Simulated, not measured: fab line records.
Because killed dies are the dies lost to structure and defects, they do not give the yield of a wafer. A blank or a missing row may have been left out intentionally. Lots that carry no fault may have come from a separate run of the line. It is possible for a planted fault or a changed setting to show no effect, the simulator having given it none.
The tool behind it: which one? | flow berkeley_cmos170 | 16 lots, 48 wafers sampled, at 5 steps of a route of 331

## WHAT THE GAUGES SHOWED, per wafer
UCB170_NSD_OVL_MEAS_07. Usual: NSD_OVL typically reads 0 nm, with standard deviation 5.1.
lot  | measured     | on         | NSD_OVL (nm)   | flag
L785 | day 7 14:36  | overlay-02 | 4 6 7          |
L786 | day 7 14:53  | overlay-02 | -5 4 -6        |
L787 | day 8 07:11  | overlay-02 | 0 -2 13        |
L788 | day 8 07:24  | overlay-02 | 0 -2 -1        |
L789 | day 8 07:31  | overlay-02 | -2 2 11        |
L792 | day 9 02:29  | overlay-01 | -124 -139 -127 | OFF
L794 | day 9 07:29  | overlay-01 | 6 13 0         |
L793 | day 9 08:02  | overlay-01 | -132 -128 -138 | OFF
L796 | day 9 17:11  | overlay-01 | -129 -128 -131 | OFF
L795 | day 9 17:29  | overlay-01 | -125 -131 -130 | OFF
L802 | day 10 16:43 | overlay-01 | 2 -3 -2        |
L799 | day 10 17:44 | overlay-02 | 5 -2 1         |
L804 | day 11 04:44 | overlay-02 | 2 -1 0         |
L805 | day 11 04:44 | overlay-01 | -4 -4 -9       |
L803 | day 11 04:53 | overlay-02 | 8 6 -4         |
L806 | day 12 04:50 | overlay-02 | -2 -3 -3       |

UCB170_V1_CD_MEAS_12: target cd 700 nm. Usual: cd_nm 700.3 nm, standard deviation 1.3.
lot  | measured     | on        | cd_nm (nm)        | flag
L785 | day 8 06:59  | cd_sem-01 | 698.3 698.6 698.8 |
L786 | day 8 07:34  | cd_sem-02 | 700.4 701.2 699.8 |
L787 | day 8 22:50  | cd_sem-01 | 700.3 701.0 702.0 |
L788 | day 9 02:21  | cd_sem-02 | 698.3 698.5 698.1 |
L789 | day 9 02:37  | cd_sem-01 | 700.0 698.6 698.6 |
L792 | day 9 15:57  | cd_sem-02 | 699.7 698.3 699.1 |
L794 | day 9 22:46  | cd_sem-01 | 699.3 699.9 698.7 |
L793 | day 9 23:54  | cd_sem-01 | 701.9 700.3 700.3 |
L796 | day 10 05:58 | cd_sem-01 | 699.4 701.1 699.8 |
L795 | day 10 07:26 | cd_sem-01 | 702.1 701.7 701.6 |
L802 | day 11 05:41 | cd_sem-01 | 698.7 700.0 699.2 |
L799 | day 11 09:01 | cd_sem-02 | 702.5 701.4 702.5 |
L804 | day 11 18:25 | cd_sem-01 | 699.9 699.9 700.4 |
L805 | day 11 23:44 | cd_sem-02 | 701.6 700.7 700.4 |
L803 | day 12 00:13 | cd_sem-02 | 701.0 701.0 700.7 |
L806 | day 12 20:20 | cd_sem-02 | 699.1 699.9 697.8 |

## TOOL THAT RAN EACH LOT (tool first, then ch and the chambers of the sampled wafers, then the start)
lot  | UCB170_PSD_STRIP_09                  | UCB170_NSD_EXPOSE_03              | UCB170_BACKSIDE_STRIP_03
L785 | plasma_asher-01 ch 0,1, day 7 11:46  | krf_scanner-02 ch 0, day 7 13:07  | plasma_asher-02 ch 0,1, day 7 16:16
L786 | plasma_asher-04 ch 0,1, day 7 11:57  | krf_scanner-01 ch 0, day 7 13:44  | plasma_asher-03 ch 0,1, day 7 16:30
L787 | plasma_asher-04 ch 0,1, day 8 05:01  | krf_scanner-01 ch 0, day 8 06:14  | plasma_asher-02 ch 0,1, day 8 08:10
L788 | plasma_asher-02 ch 0,1, day 8 05:15  | krf_scanner-02 ch 0, day 8 06:30  | plasma_asher-02 ch 0,1, day 8 08:37
L789 | plasma_asher-01 ch 0,1, day 8 05:22  | krf_scanner-02 ch 0, day 8 06:46  | plasma_asher-01 ch 0,1, day 8 08:48
L792 | plasma_asher-04 ch 0,1, day 8 23:45  | krf_scanner-01 ch 0, day 9 02:01  | plasma_asher-03 ch 0,1, day 9 03:28
L794 | plasma_asher-04 ch 0,1, day 9 06:03  | krf_scanner-02 ch 0, day 9 06:58  | plasma_asher-03 ch 0,1, day 9 08:28
L793 | plasma_asher-02 ch 0,1, day 9 06:19  | krf_scanner-01 ch 0, day 9 07:26  | plasma_asher-02 ch 0,1, day 9 09:03
L796 | plasma_asher-04 ch 0,1, day 9 15:22  | krf_scanner-01 ch 0, day 9 16:14  | plasma_asher-03 ch 0,1, day 9 18:10
L795 | plasma_asher-02 ch 0,1, day 9 15:31  | krf_scanner-01 ch 0, day 9 16:23  | plasma_asher-03 ch 0,1, day 9 18:34
L802 | plasma_asher-02 ch 0,1, day 10 15:17 | krf_scanner-02 ch 0, day 10 16:13 | plasma_asher-02 ch 1, day 10 18:01
L799 | plasma_asher-02 ch 0,1, day 10 16:10 | krf_scanner-02 ch 0, day 10 17:06 | plasma_asher-01 ch 0,1, day 10 18:55
L804 | plasma_asher-01 ch 0,1, day 11 03:01 | krf_scanner-02 ch 0, day 11 04:04 | plasma_asher-02 ch 0,1, day 11 05:43
L805 | plasma_asher-02 ch 0,1, day 11 03:06 | krf_scanner-02 ch 0, day 11 04:13 | plasma_asher-03 ch 0,1, day 11 05:47
L803 | plasma_asher-01 ch 0,1, day 11 03:22 | krf_scanner-02 ch 0, day 11 04:20 | plasma_asher-01 ch 0,1, day 11 05:55
L806 | plasma_asher-01 ch 0,1, day 12 02:52 | krf_scanner-02 ch 0, day 12 04:11 | plasma_asher-01 ch 0,1, day 12 05:48
- UCB170_PSD_STRIP_09: strips in O2.
- UCB170_NSD_EXPOSE_03: exposes mask NSELECT MOD, target cd 1200 nm.
- UCB170_BACKSIDE_STRIP_03: strips in O2.

## WHAT THE TOOLS THEMSELVES READ (means of the sampled wafers that have a number; where no wafer has one, the mark that the record gives instead)
UCB170_PSD_STRIP_09. Usual: drypump_motor_current_A 5.7 A, standard deviation 0.47; oes_product_au 0.601 a.u., standard deviation 0.0044; strip_time_to_endpoint_s 29.40 s, standard deviation 0.076.
lot  | tool            | drypump_motor_current_A (A) | oes_product_au (a.u.) | strip_time_to_endpoint_s (s) | flag
L785 | plasma_asher-01 | 5.4                         | 0.601                 | 29.47                        |
L786 | plasma_asher-04 | 5.9                         | 0.601                 | 29.48                        |
L787 | plasma_asher-04 | 5.6                         | 0.599                 | 29.48                        |
L788 | plasma_asher-02 | 5.6                         | 0.597                 | 29.34                        |
L789 | plasma_asher-01 | 5.4                         | 0.601                 | 29.40                        |
L792 | plasma_asher-04 | 5.9                         | 0.606                 | 29.43                        |
L794 | plasma_asher-04 | 5.6                         | 0.601                 | 29.42                        |
L793 | plasma_asher-02 | 5.6                         | 0.601                 | 29.38                        |
L796 | plasma_asher-04 | 5.9                         | 0.601                 | 29.50                        |
L795 | plasma_asher-02 | 6.0                         | 0.609                 | 29.35                        |
L802 | plasma_asher-02 | 5.6                         | 0.601                 | 29.41                        |
L799 | plasma_asher-02 | 6.0                         | 0.605                 | 29.32                        |
L804 | plasma_asher-01 | 5.4                         | 0.603                 | 29.52                        |
L805 | plasma_asher-02 | 6.0                         | 0.604                 | 29.36                        |
L803 | plasma_asher-01 | 5.5                         | 0.602                 | 29.38                        |
L806 | plasma_asher-01 | 5.4                         | 0.595                 | 29.43                        |

UCB170_BACKSIDE_STRIP_03. Usual: drypump_motor_current_A 5.6 A, standard deviation 0.41; oes_product_au 0.734 a.u., standard deviation 0.0046; strip_time_to_endpoint_s 21.97 s, standard deviation 0.063.
lot  | tool            | drypump_motor_current_A (A) | oes_product_au (a.u.) | strip_time_to_endpoint_s (s) | flag
L785 | plasma_asher-02 | 6.0                         | 0.734                 | 22.05                        |
L786 | plasma_asher-03 | 5.5                         | 0.731                 | 21.88                        |
L787 | plasma_asher-02 | 5.6                         | 0.728                 | 21.98                        |
L788 | plasma_asher-02 | 6.0                         | 0.733                 | 21.90                        |
L789 | plasma_asher-01 | 5.5                         | 0.737                 | 21.93                        |
L792 | plasma_asher-03 | 5.6                         | 0.738                 | 22.03                        |
L794 | plasma_asher-03 | 5.5                         | 0.737                 | 22.02                        |
L793 | plasma_asher-02 | 5.6                         | 0.735                 | 22.02                        |
L796 | plasma_asher-03 | 5.5                         | 0.733                 | 22.01                        |
L795 | plasma_asher-03 | 5.4                         | 0.729                 | 21.99                        |
L802 | plasma_asher-02 | 6.4                         | 0.730                 | 21.97                        |
L799 | plasma_asher-01 | 5.4                         | 0.732                 | 21.99                        |
L804 | plasma_asher-02 | 6.0                         | 0.738                 | 22.07                        |
L805 | plasma_asher-03 | 5.6                         | 0.733                 | 21.93                        |
L803 | plasma_asher-01 | 5.4                         | 0.735                 | 21.95                        |
L806 | plasma_asher-01 | 5.4                         | 0.736                 | 22.03                        |

## THE ANSWER, worked out from the rows above alone
Rule: lot off if the mean of its wafers having a number is beyond 3 standard deviations from the usual mean. Also off: a lot with no number at a reading for which 4 or more lots have one. Any other lot the step has rows for is counted as sound. After the gauges, taken in route order, come the tools' own readings; for these a lot's mean is taken, as printed above. At the first step where some lot is off, the reading lying furthest off is the one used; lots without a number count as furthest.
Off: L792, L793, L796, L795, at UCB170_NSD_OVL_MEAS_07 (NSD_OVL).
If a tool, at a process step before that reading, ran all the lots that are off and no sound lot after the first of them, it fits. Those tools and the gauges at UCB170_NSD_OVL_MEAS_07 are tried in the same way. One candidate fits, namely krf_scanner-01 at UCB170_NSD_EXPOSE_03. Its last sound lot is L787 (day 8 06:14), its first lot that is off L792 (day 9 02:01): a fault that began between those two fits.

## WHAT HAD BEEN PUT IN BY THE SIMULATOR
Scanner matching overlay: krf_scanner-01, from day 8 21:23 on, at UCB170_NSD_EXPOSE_03. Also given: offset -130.
Lots struck among those shown: L792, L793, L796, L795. This agrees with what the rule above found.
